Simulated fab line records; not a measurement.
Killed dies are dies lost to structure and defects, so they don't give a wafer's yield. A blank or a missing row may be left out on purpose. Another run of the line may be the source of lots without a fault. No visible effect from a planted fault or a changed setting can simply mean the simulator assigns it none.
Lot-split experiment + flow berkeley_cmos170 + 23 wafers read across 5 lots, on a route 331 steps long

== THE SPLIT ITSELF ==
At UCB170_PWELL_OXIDATION_02 (target thk 26.4 nm, ox time 1260 s), the setting temp_c was moved away from the recipe's 1000 C on 10 of the 23 wafers read, by -1.4% to +2.5%. The other wafers ran this setting at the recipe's value.

There is no step in the file separating the split from the reading.

== THE READING ==
PWELL_OXIDE_THK at UCB170_PWELL_THK_MEAS_03, in nm. Fault-free wafers of this fab line usually give 26.0 nm, standard deviation 0.44 nm.

| wafer  | tool, chamber at the split | temp_c as run, C | against the recipe | PWELL_OXIDE_THK, nm | against lot-mates on the recipe |
|--------|----------------------------|------------------|--------------------|---------------------|---------------------------------|
| L076.1 | -, -                       | 1000             | recipe             | 26.6                | -                               |
| L076.2 | -, -                       | 1000             | recipe             | 26.0                | -                               |
| L076.3 | -, -                       | 1000             | recipe             | 26.9                | -                               |
| L076.5 | -, -                       | 1000             | recipe             | 26.4                | -                               |
| L076.6 | -, -                       | 1000             | recipe             | 26.4                | -                               |
| L077.1 | -, -                       | 985.9            | -1.4%              | 22.0                | no lot-mate on the recipe       |
| L077.2 | -, -                       | 985.9            | -1.4%              | 22.0                | no lot-mate on the recipe       |
| L077.4 | -, -                       | 985.9            | -1.4%              | 22.1                | no lot-mate on the recipe       |
| L077.5 | -, -                       | 985.9            | -1.4%              | 22.2                | no lot-mate on the recipe       |
| L077.6 | -, -                       | 985.9            | -1.4%              | 22.4                | no lot-mate on the recipe       |
| L078.2 | -, -                       | 1025             | +2.5%              | 32.8                | no lot-mate on the recipe       |
| L078.3 | -, -                       | 1025             | +2.5%              | 32.5                | no lot-mate on the recipe       |
| L078.4 | -, -                       | 1025             | +2.5%              | 32.5                | no lot-mate on the recipe       |
| L078.5 | -, -                       | 1025             | +2.5%              | 33.2                | no lot-mate on the recipe       |
| L078.6 | -, -                       | 1025             | +2.5%              | 32.6                | no lot-mate on the recipe       |
| L081.2 | -, -                       | 1000             | recipe             | 24.9                | -                               |
| L081.3 | -, -                       | 1000             | recipe             | 25.3                | -                               |
| L081.4 | -, -                       | 1000             | recipe             | 25.8                | -                               |
| L081.5 | -, -                       | 1000             | recipe             | 25.6                | -                               |
| L081.6 | -, -                       | 1000             | recipe             | 25.2                | -                               |
| L084.3 | furnace-04, 0              | 1000             | recipe             | 25.4                | -                               |
| L084.5 | furnace-04, 0              | 1000             | recipe             | 25.7                | -                               |
| L084.6 | furnace-04, 0              | 1000             | recipe             | 25.6                | -                               |

THE FIT
A straight line over all 23 wafers: PWELL_OXIDE_THK changes by +2.72 nm for each +1% of temp_c; r = +0.99; the points scatter about the line by 0.48 nm.
Too few moved wafers have a lot-mate on the recipe to fit a line with each lot's own level taken away.

== THE WHOLE CHAIN: every reading that the file lists as answering this split, in the file's order ==
| step                      | what it does                       | reading                                                                            | change (the file's fit)              | r (the file's) |
|---------------------------|------------------------------------|------------------------------------------------------------------------------------|--------------------------------------|----------------|
| UCB170_PWELL_OXIDATION_02 | target thk 26.4 nm, ox time 1260 s | SiO2_of_PWELL_OXIDATION_02.thk_nm (the simulator's own value, which no gauge read) | +2.72 nm for each +1% of the setting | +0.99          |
| UCB170_PWELL_THK_MEAS_03  |                                    | PWELL_OXIDE_THK                                                                    | +2.72 for each +1% of the setting    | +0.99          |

== THE FILE'S OWN FIT ==
PWELL_OXIDE_THK changes by +2.72 nm for each +1% of temp_c, r = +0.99.
